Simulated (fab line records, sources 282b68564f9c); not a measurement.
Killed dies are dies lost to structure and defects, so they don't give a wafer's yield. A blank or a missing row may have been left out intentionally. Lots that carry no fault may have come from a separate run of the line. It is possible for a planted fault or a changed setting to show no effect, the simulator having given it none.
Split-lot trial | flow ritCmos | 23 wafers read from 5 lots, route of 202 steps

ABOUT THE SPLIT
At RIT_M1_SPUTTER_00 (material Al, target thk 400 nm, time 500 s), the setting chamberPressurePa was moved away from the recipe's 0.4 Pa on 15 of the 23 wafers read, by -14.2% to +9.9%. This setting was run at the recipe's value on the other wafers.

The file shows no step between the split and the reading.

THE READING
M1_AL_RS in ohm/sq, measured at RIT_M1_RS_MEAS_01 by four-point-probe. A value of 0.0728 ohm/sq with a standard deviation of 0.00062 ohm/sq is what fault-free wafers of this fab line usually give.

wafer  | tool, chamber at the split | chamberPressurePa as run, Pa | against the recipe | M1_AL_RS, ohm/sq | against lot-mates on the recipe
L077.1 | pvdSputter-03, -           | 0.4398                       | +9.9%              | 0.0746           | no lot-mate on the recipe
L077.2 | pvdSputter-03, -           | 0.4398                       | +9.9%              | 0.0749           | no lot-mate on the recipe
L077.3 | pvdSputter-03, -           | 0.4398                       | +9.9%              | 0.0750           | no lot-mate on the recipe
L077.4 | pvdSputter-03, -           | 0.4398                       | +9.9%              | 0.0747           | no lot-mate on the recipe
L077.6 | pvdSputter-03, -           | 0.4398                       | +9.9%              | 0.0743           | no lot-mate on the recipe
L079.1 | pvdSputter-03, -           | 0.4                          | recipe             | 0.0731           | -
L079.2 | pvdSputter-03, -           | 0.4                          | recipe             | 0.0719           | -
L079.4 | pvdSputter-03, -           | 0.4                          | recipe             | 0.0726           | -
L079.5 | pvdSputter-03, -           | 0.4                          | recipe             | 0.0736           | -
L079.6 | pvdSputter-03, -           | 0.4                          | recipe             | 0.0729           | -
L080.1 | pvdSputter-02, -           | 0.4                          | recipe             | 0.0734           | -
L080.4 | pvdSputter-02, -           | 0.4                          | recipe             | 0.0736           | -
L080.5 | pvdSputter-02, -           | 0.4                          | recipe             | 0.0733           | -
L081.1 | pvdSputter-03, -           | 0.4241                       | +6.0%              | 0.0734           | no lot-mate on the recipe
L081.2 | pvdSputter-03, -           | 0.4241                       | +6.0%              | 0.0734           | no lot-mate on the recipe
L081.4 | pvdSputter-03, -           | 0.4241                       | +6.0%              | 0.0742           | no lot-mate on the recipe
L081.5 | pvdSputter-03, -           | 0.4241                       | +6.0%              | 0.0736           | no lot-mate on the recipe
L081.6 | pvdSputter-03, -           | 0.4241                       | +6.0%              | 0.0738           | no lot-mate on the recipe
L085.1 | pvdSputter-03, -           | 0.3432                       | -14.2%             | 0.0686           | no lot-mate on the recipe
L085.2 | pvdSputter-03, -           | 0.3432                       | -14.2%             | 0.0692           | no lot-mate on the recipe
L085.3 | pvdSputter-03, -           | 0.3432                       | -14.2%             | 0.0690           | no lot-mate on the recipe
L085.5 | pvdSputter-03, -           | 0.3432                       | -14.2%             | 0.0691           | no lot-mate on the recipe
L085.6 | pvdSputter-03, -           | 0.3432                       | -14.2%             | 0.0686           | no lot-mate on the recipe

FIT RESULTS
A straight line over all 23 wafers: M1_AL_RS changes by +0.000238 ohm/sq for each +1% of chamberPressurePa; r = +0.97; the points scatter about the line by 0.00056 ohm/sq.
Too few moved wafers have a lot-mate on the recipe to fit a line with each lot's own level taken away.

THE WHOLE CHAIN: every reading that the file lists as answering this split, in the file's order
step              | what it does                               | reading                                                                    | change (the file's fit)               | r (the file's)
RIT_M1_SPUTTER_00 | material Al, target thk 400 nm, time 500 s | Al_of_M1_SPUTTER_00.thkNm (the simulator's own value, which no gauge read) | -1.06 nm for each +1% of the setting  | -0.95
RIT_M1_RS_MEAS_01 | measures by four-point-probe               | M1_AL_RS                                                                   | +0.000238 for each +1% of the setting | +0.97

THE FILE'S OWN FIT
M1_AL_RS changes by +0.000238 ohm/sq for each +1% of chamberPressurePa, r = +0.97.
